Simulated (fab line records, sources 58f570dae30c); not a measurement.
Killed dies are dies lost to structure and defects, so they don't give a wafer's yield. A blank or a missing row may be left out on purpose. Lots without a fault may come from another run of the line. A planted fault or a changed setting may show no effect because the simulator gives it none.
Problem report in the 8D (eight disciplines) form, filled by code | flow berkeley_cmos170 | the parts of the form that need people (team, actions taken, sign-off) are left out

1. THE PROBLEM
strip_time_to_endpoint_s at UCB170_PWELL_STRIP_16 reads a mean of 16.51 s on 6 wafers of 2 lots; wafers without a fault read 18.01 s with a standard deviation of 0.084. That is -18 standard deviations from the usual mean.
The step: strips in O2.
First seen on wafer L733.1, day 5 14:18, on plasma_asher-02. The record holds 42 wafers of 14 lots with a number at this step. Rule for "out", or "out of limits": more than 4 standard deviations from the usual mean. The other wafers with a number count as sound.

2. WHAT IT IS AND WHAT IT IS NOT
question                    | is                               | is not
which readings at this step | strip_time_to_endpoint_s         | chamber_pressure_mTorr, drypump_motor_current_A, o2_flow_sccm, oes_product_au
which lots                  | L731, L733                       | L720, L721, L723, L724, L725, L726, L735, L737, L738, L739, L740, L742
which wafers of those lots  | all that have a number           | -
read on which tools         | plasma_asher-01, plasma_asher-02 | plasma_asher-04
when                        | from day 5 14:18                 | up to then (18 sound wafers); but 18 sound wafers of L735, L737, L738, L739, L740, L742 came after

3. SUSPECTS, AND WHAT RULES EACH OUT
Counting: a tool at a process step up to the reading stays a suspect if it ran every lot that is out and no sound lot after the first of them.
- rie_diel-03 at UCB170_ZERO_ETCH_06 (etches SiO2 in CHF3/CF4/Ar, time 12 s): ruled out as a lasting fault. Sound lots L735, L738, L739 ran on it after its first lot that is out, L731 (day 4 07:54).
- rie_diel-02 at UCB170_PWELL_ETCH_14 (etches Si3N4 in CH3F/Ar/O2, stops on SiO2, target depth 242 nm, time 151 s): kept. It ran every lot that is out, first L733 (day 5 14:03), and no sound lot after that; its last sound lot up to then is L721 (day 4 06:39).
Left after counting: rie_diel-02 at UCB170_PWELL_ETCH_14.

4. THE CAUSE (what the simulator had put in)
Process parameter drift: rie_diel-02, from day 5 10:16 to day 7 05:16, at UCB170_PWELL_ETCH_14. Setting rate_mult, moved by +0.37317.
Counting left only this tool.

5. THE CHAIN OF EFFECTS, in route order
Each row: a reading whose mean over the struck wafers that have a number lies more than 3 standard deviations from the usual. Only readings for which the record gives a usual standard deviation are gone through. hours: the time from each lot's start at the first step in this table that gives one to its start at this step, as a median over the lots. sigmas: the change in usual standard deviations.
hours | step                  | reading                  | usual   | on struck wafers | change | sigmas
0     | UCB170_PWELL_STRIP_16 | strip_time_to_endpoint_s | 18.01 s | 16.51            | -1.50  | -18
The process steps in it:
- UCB170_PWELL_STRIP_16: strips in O2.
Later measuring or inspecting steps at which every struck wafer that the step has a row for has a number for every such reading, and none has moved that far: UCB170_ACTIVE_CD_MEAS_13, UCB170_ACTIVE_OVL_MEAS_14.

6. WHAT WOULD HAVE CAUGHT IT SOONER
In this record the first reading out of limits was taken at day 5 14:18, 4 hours after the fault began at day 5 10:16.
Of the tool readings at UCB170_PWELL_ETCH_14 for which the record gives a usual standard deviation, none was out on any struck wafer, so an alarm limit of 4 standard deviations on them would not have fired.
All the lots that are out (2) had begun UCB170_PWELL_ETCH_14 on rie_diel-02 by day 5 14:18. A hold on the tool at that time would have spared none of them.
